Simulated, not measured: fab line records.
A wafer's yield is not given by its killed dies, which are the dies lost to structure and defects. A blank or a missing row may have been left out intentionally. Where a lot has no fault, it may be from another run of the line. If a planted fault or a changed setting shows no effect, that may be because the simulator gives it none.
Comparing a struck lot with a sound one ; flow rit_cmos ; 17 out of 202 route steps
Sound: the wafers L264.2, L264.3, L264.4. The struck wafers were L279.1, L279.2, L279.4. Last of all comes the cause.
Each step with rows lists, per side, the tool, then ch with its chambers, then its first start. Under that, the readings that differ: sound wafers ; struck wafers ; difference of the means ; sigmas: that difference in standard deviations of wafers without a fault.
alike: words and numbers the same on both sides, and readings whose means are apart by under 2 such deviations; not compared: readings that were withheld, readings missing a value for some wafer, numbers with overlapping values and no deviation given by the record, and bounds like >300 which may hide the same value.
Wherever a step has rows on one side only, a row that says differs or no value, or a row with sigmas, the two part there. Numbers that have no deviation but don't overlap get no sigmas and don't part them. A reading that every wafer of one side lacks parts them only if that side has two wafers or more.

first, 1 step without rows for these wafers: RIT_PWELL_DEVELOP_05 (develop time 68 s).
RIT_PWELL_OVL_MEAS_06:
  struck on overlay-02, day 5 01:53; sound on overlay-02, day 1 22:47
  alike: PWELL_OVL
then, 2 steps without rows for these wafers: RIT_PWELL_HARDBAKE_07 (time 120 s); RIT_PWELL_IMPLANT_08.
RIT_PWELL_STRIP_09: strips in O2, time 180 s.
  sound on plasma_asher-04 ch 0,1, day 1 23:13; struck on plasma_asher-02 ch 0,1, day 5 02:20
  alike: drypump_motor_current_A
  not compared: rf_hours_counter_h
RIT_PWELL_TW_MEAS_10:
  struck on film_metro-03, day 5 02:30; sound on film_metro-03, day 1 23:23
  alike: PWELL_TW
then, 1 step without rows for these wafers: RIT_WELLDRIVE_ANNEAL_00 (time 14700 s).
RIT_WELLDRIVE_RS_MEAS_01: measurement is done with a four-point probe.
  struck on film_metro-04, day 5 07:49; sound on film_metro-03, day 2 05:14
  alike: NWELL_RS
RIT_WELLDRIVE_RS_MEAS_02: measurement is done with a four-point probe.
  struck on film_metro-04, day 5 07:56; sound on film_metro-03, day 2 05:21
  alike: PWELL_RS
then, 3 steps without rows for these wafers: RIT_NRETRO_HMDS_00 (prime time 60 s); RIT_NRETRO_COAT_01 (resist thk 1300 nm); RIT_NRETRO_SOFTBAKE_02 (time 60 s).
RIT_NRETRO_EXPOSE_03: exposes mask M4, target cd 43900 nm.
  sound on iline_stepper-01 ch 0, day 2 06:03; struck on iline_stepper-01 ch 0, day 5 08:40
reading;sound;struck;difference;sigmas
model.NRETRO.overlay_x_nm (nm);-0.5669 -0.5669 -0.5669;1.5e+04 1.5e+04 1.5e+04;+1.5e+04;
  alike: mask
then, 2 steps without rows for these wafers: RIT_NRETRO_PEB_04; RIT_NRETRO_DEVELOP_05 (develop time 68 s).
RIT_NRETRO_OVL_MEAS_06:
  struck on overlay-01, day 5 09:18; sound on overlay-02, day 2 06:28
reading;sound;struck;difference;sigmas
NRETRO_OVL (nm);-3.1 -2.0 -1.2;- - -;no value on the struck wafers;
  not compared: hold
RIT_M1_PROBE_99:
  sound wafers here have rows in the record (prober-02, day 3 11:02); struck ones have none

== WHERE THEY PART ==
First at RIT_NRETRO_OVL_MEAS_06; last, within this record, at RIT_M1_PROBE_99.

WHY: what had been put in by the simulator
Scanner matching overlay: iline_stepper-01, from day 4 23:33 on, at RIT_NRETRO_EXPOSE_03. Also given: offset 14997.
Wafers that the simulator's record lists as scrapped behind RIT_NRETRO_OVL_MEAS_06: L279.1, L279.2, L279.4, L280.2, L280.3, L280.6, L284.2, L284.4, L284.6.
